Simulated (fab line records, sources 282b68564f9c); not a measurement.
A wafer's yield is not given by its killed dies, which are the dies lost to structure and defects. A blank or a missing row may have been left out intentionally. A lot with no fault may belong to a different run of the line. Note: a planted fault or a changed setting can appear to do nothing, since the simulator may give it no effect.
Shared-tool check || flow rit-cmos || 15 lots, 45 wafers sampled

WHAT PROMPTED THE OPENING
At RIT_NRETRO_TW_MEAS_10 the reading NRETRO_TW is flagged on 3 of 15 lots. No-fault wafers: 1052, standard deviation 6.7.
Rule: a lot gets a flag if all its wafers with a number sit over 4 standard deviations from that mean, or if no wafer of it has a number. The rest of the lots are taken to be sound.

{"lot": "L439", "measured": "day 2 07:02", "on": "film-metro-01", "NRETRO_TW, wafer by wafer": "1060 1056 1058", "flag": ""}
{"lot": "L440", "measured": "day 2 11:31", "on": "film-metro-02", "NRETRO_TW, wafer by wafer": "1045 1050 1044", "flag": ""}
{"lot": "L441", "measured": "day 2 15:26", "on": "film-metro-03", "NRETRO_TW, wafer by wafer": "1046 1043 1043", "flag": ""}
{"lot": "L442", "measured": "day 2 20:44", "on": "film-metro-02", "NRETRO_TW, wafer by wafer": "1042 1044 1043", "flag": ""}
{"lot": "L444", "measured": "day 3 08:42", "on": "film-metro-03", "NRETRO_TW, wafer by wafer": "1054 1049 1058", "flag": ""}
{"lot": "L445", "measured": "day 3 12:29", "on": "film-metro-03", "NRETRO_TW, wafer by wafer": "1059 1058 1056", "flag": ""}
{"lot": "L446", "measured": "day 3 17:17", "on": "film-metro-02", "NRETRO_TW, wafer by wafer": "1061 1054 1054", "flag": ""}
{"lot": "L447", "measured": "day 3 21:26", "on": "film-metro-02", "NRETRO_TW, wafer by wafer": "1054 1054 1050", "flag": ""}
{"lot": "L452", "measured": "day 5 03:04", "on": "film-metro-02", "NRETRO_TW, wafer by wafer": "1155 1149 1151", "flag": "FLAGGED"}
{"lot": "L453", "measured": "day 5 05:30", "on": "film-metro-03", "NRETRO_TW, wafer by wafer": "1157 1161 1154", "flag": "FLAGGED"}
{"lot": "L456", "measured": "day 5 20:22", "on": "film-metro-01", "NRETRO_TW, wafer by wafer": "1170 1165 1170", "flag": "FLAGGED"}
{"lot": "L458", "measured": "day 6 05:20", "on": "film-metro-02", "NRETRO_TW, wafer by wafer": "1041 1040 1046", "flag": ""}
{"lot": "L459", "measured": "day 6 09:25", "on": "film-metro-01", "NRETRO_TW, wafer by wafer": "1059 1061 1062", "flag": ""}
{"lot": "L460", "measured": "day 6 15:27", "on": "film-metro-03", "NRETRO_TW, wafer by wafer": "1048 1047 1053", "flag": ""}
{"lot": "L461", "measured": "day 6 20:11", "on": "film-metro-02", "NRETRO_TW, wafer by wafer": "1048 1050 1054", "flag": ""}
On average the flagged lots' numbers are 1159, which is +107 against the usual, or +16 standard deviations.

TOOL THAT RAN EACH LOT
The record holds 1 process step before the reading, out of a route of 202 steps. Cell contents, in order: the tool; ch with the chambers the sampled wafers went through; the start.
{"lot": "L439", "flag": "", "RIT_NRETRO_IMPLANT_08": "implanter-03 ch 0, day 2 06:44"}
{"lot": "L440", "flag": "", "RIT_NRETRO_IMPLANT_08": "implanter-01 ch 0, day 2 11:12"}
{"lot": "L441", "flag": "", "RIT_NRETRO_IMPLANT_08": "implanter-03 ch 0, day 2 15:09"}
{"lot": "L442", "flag": "", "RIT_NRETRO_IMPLANT_08": "implanter-04 ch 0, day 2 20:25"}
{"lot": "L444", "flag": "", "RIT_NRETRO_IMPLANT_08": "implanter-01 ch 0, day 3 08:22"}
{"lot": "L445", "flag": "", "RIT_NRETRO_IMPLANT_08": "implanter-04 ch 0, day 3 12:11"}
{"lot": "L446", "flag": "", "RIT_NRETRO_IMPLANT_08": "implanter-04 ch 0, day 3 16:57"}
{"lot": "L447", "flag": "", "RIT_NRETRO_IMPLANT_08": "implanter-03 ch 0, day 3 21:07"}
{"lot": "L452", "flag": "FLAGGED", "RIT_NRETRO_IMPLANT_08": "implanter-04 ch 0, day 5 02:45"}
{"lot": "L453", "flag": "FLAGGED", "RIT_NRETRO_IMPLANT_08": "implanter-04 ch 0, day 5 05:12"}
{"lot": "L456", "flag": "FLAGGED", "RIT_NRETRO_IMPLANT_08": "implanter-04 ch 0, day 5 20:04"}
{"lot": "L458", "flag": "", "RIT_NRETRO_IMPLANT_08": "implanter-01 ch 0, day 6 05:01"}
{"lot": "L459", "flag": "", "RIT_NRETRO_IMPLANT_08": "implanter-03 ch 0, day 6 09:05"}
{"lot": "L460", "flag": "", "RIT_NRETRO_IMPLANT_08": "implanter-03 ch 0, day 6 15:08"}
{"lot": "L461", "flag": "", "RIT_NRETRO_IMPLANT_08": "implanter-01 ch 0, day 6 19:52"}
What the steps here do:
- RIT_NRETRO_IMPLANT_08
- RIT_NRETRO_TW_MEAS_10

FLAGGED AGAINST TOTAL, ONE TOOL AT A TIME (gauges that did the reading follow at the end)
{"step": "RIT_NRETRO_IMPLANT_08", "tool": "implanter-01", "lots run": 4, "flagged": 0, "share of the flagged lots": "none", "sound lots run after its first flagged lot": "-"}
{"step": "RIT_NRETRO_IMPLANT_08", "tool": "implanter-03", "lots run": 5, "flagged": 0, "share of the flagged lots": "none", "sound lots run after its first flagged lot": "-"}
{"step": "RIT_NRETRO_IMPLANT_08", "tool": "implanter-04", "lots run": 6, "flagged": 3, "share of the flagged lots": "all", "sound lots run after its first flagged lot": 0}
{"step": "RIT_NRETRO_TW_MEAS_10", "tool": "film-metro-01", "lots run": 3, "flagged": 1, "share of the flagged lots": "some", "sound lots run after its first flagged lot": "1 (L459)"}
{"step": "RIT_NRETRO_TW_MEAS_10", "tool": "film-metro-02", "lots run": 7, "flagged": 1, "share of the flagged lots": "some", "sound lots run after its first flagged lot": "2 (L458,L461)"}
{"step": "RIT_NRETRO_TW_MEAS_10", "tool": "film-metro-03", "lots run": 5, "flagged": 1, "share of the flagged lots": "some", "sound lots run after its first flagged lot": "1 (L460)"}

WHAT THE TABLE PERMITS
In the table, 1 row covers all flagged lots: implanter-04 at RIT_NRETRO_IMPLANT_08.
- implanter-04 at RIT_NRETRO_IMPLANT_08: 3 of its 6 lots flagged. It ran its last sound lot, L446, at day 3 16:57 and its first flagged lot, L452, at day 5 02:45: a fault with its onset between the two fits. Its own readings (dose-ions-cm2, faraday-current-uA) fall more than 4 standard deviations out on all wafers of the flagged lots.
Just one tool remains: implanter-04 at RIT_NRETRO_IMPLANT_08.

WHAT THE SIMULATOR HAD INSERTED
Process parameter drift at RIT_NRETRO_IMPLANT_08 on implanter-04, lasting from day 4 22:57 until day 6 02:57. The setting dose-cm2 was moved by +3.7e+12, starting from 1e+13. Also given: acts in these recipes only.
Struck lots among those shown: L452, L453, L456. The rule given above showed the same thing.
